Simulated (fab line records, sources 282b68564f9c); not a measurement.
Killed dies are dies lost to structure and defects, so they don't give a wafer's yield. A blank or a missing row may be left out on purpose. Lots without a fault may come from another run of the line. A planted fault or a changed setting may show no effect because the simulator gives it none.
A struck lot beside a sound one | flow rit_cmos | 14 steps out of a route of 202
Sound: wafers L883.1, L883.4, L883.5. Struck: wafers L889.4, L889.5, L889.6. The cause comes at the end.
At each step with rows: each side's tool, then ch and its chambers, then its first start. Under that, the readings that differ: sound wafers | struck wafers | difference of the means | sigmas: that difference in standard deviations of wafers without a fault.
alike: readings whose means differ by less than 2 such deviations, and words and numbers that are the same on both sides. not compared: withheld readings, readings that some wafer has no value for, bounds like >300 that may hide the same value, and numbers for which the record gives no deviation and whose values overlap.
The two part at a step that has a row with sigmas, a row that says differs or no value, or rows on one side only. Numbers that don't overlap but have no deviation are shown without sigmas and don't part them. A reading that every wafer of one side lacks parts them only if that side has two wafers or more.

first, 1 step without rows for these wafers: RIT_GATE_CVD_08 (deposits poly-Si from SiH4, target thk 250 nm, time 2220 s).
RIT_GATE_THK_MEAS_09:
  sound on film_metro-04, day 2 17:26; struck on film_metro-04, day 3 22:11
  alike: GATE_POLY_THK
then, 6 steps without rows for these wafers: RIT_GATE_HMDS_10 (prime time 60 s); RIT_GATE_COAT_11 (resist thk 850 nm); RIT_GATE_SOFTBAKE_12 (time 60 s); RIT_GATE_EXPOSE_13 (exposes mask M6, target cd 150 nm); RIT_GATE_PEB_14; RIT_GATE_DEVELOP_15 (develop time 50 s).
RIT_GATE_CD_MEAS_16: target cd 150 nm.
  sound on cd_sem-01, day 2 18:20; struck on cd_sem-01, day 3 23:21
  alike: cd_nm
RIT_GATE_OVL_MEAS_17:
  sound on overlay-01, day 2 18:28; struck on overlay-01, day 3 23:26
  alike: GATE_OVL
then, 1 step without rows for these wafers: RIT_GATE_HARDBAKE_18 (time 60 s).
RIT_GATE_ETCH_19: etches poly-Si in SF6/CHF3/O2, stops on SiO2, time 165 s, target depth 312.5 nm.
  sound on rie_si-01 ch 0,1, day 2 18:39; struck on rie_si-01 ch 0,2,3, day 3 23:43
  alike: chamber_pressure_mTorr, drypump_motor_current_A, oes_product_au, throttle_valve_pct
  not compared: rf_hours_counter_h
RIT_GATE_STRIP_20: strips in O2, time 180 s.
  sound on plasma_asher-01 ch 0,1, day 2 18:46; struck on plasma_asher-03 ch 0,1, day 3 23:53
  no value came back on the struck wafers for chamber_pressure_mTorr (mTorr), drypump_motor_current_A (A), time_s (s); on the sound wafers chamber_pressure_mTorr (mTorr) reads 4002 4001 3998
  reading                                   | sound | struck          | difference | sigmas
  model.NOVOLAK_of_GATE_COAT_11.thk_nm (nm) | 0 0 0 | 677.3 681 675.1 | +677.8     |
  not compared: rf_hours_counter_h
RIT_GATE_CD_MEAS_90: target cd 150 nm.
  sound on cd_sem-02, day 2 18:56; struck on cd_sem-01, day 4 00:04
  alike: cd_nm

WHERE THEY PART
Only at RIT_GATE_STRIP_20, within this record. Later steps at which nothing parts them and some readings are alike: RIT_GATE_CD_MEAS_90.

WHY: what the simulator had put in
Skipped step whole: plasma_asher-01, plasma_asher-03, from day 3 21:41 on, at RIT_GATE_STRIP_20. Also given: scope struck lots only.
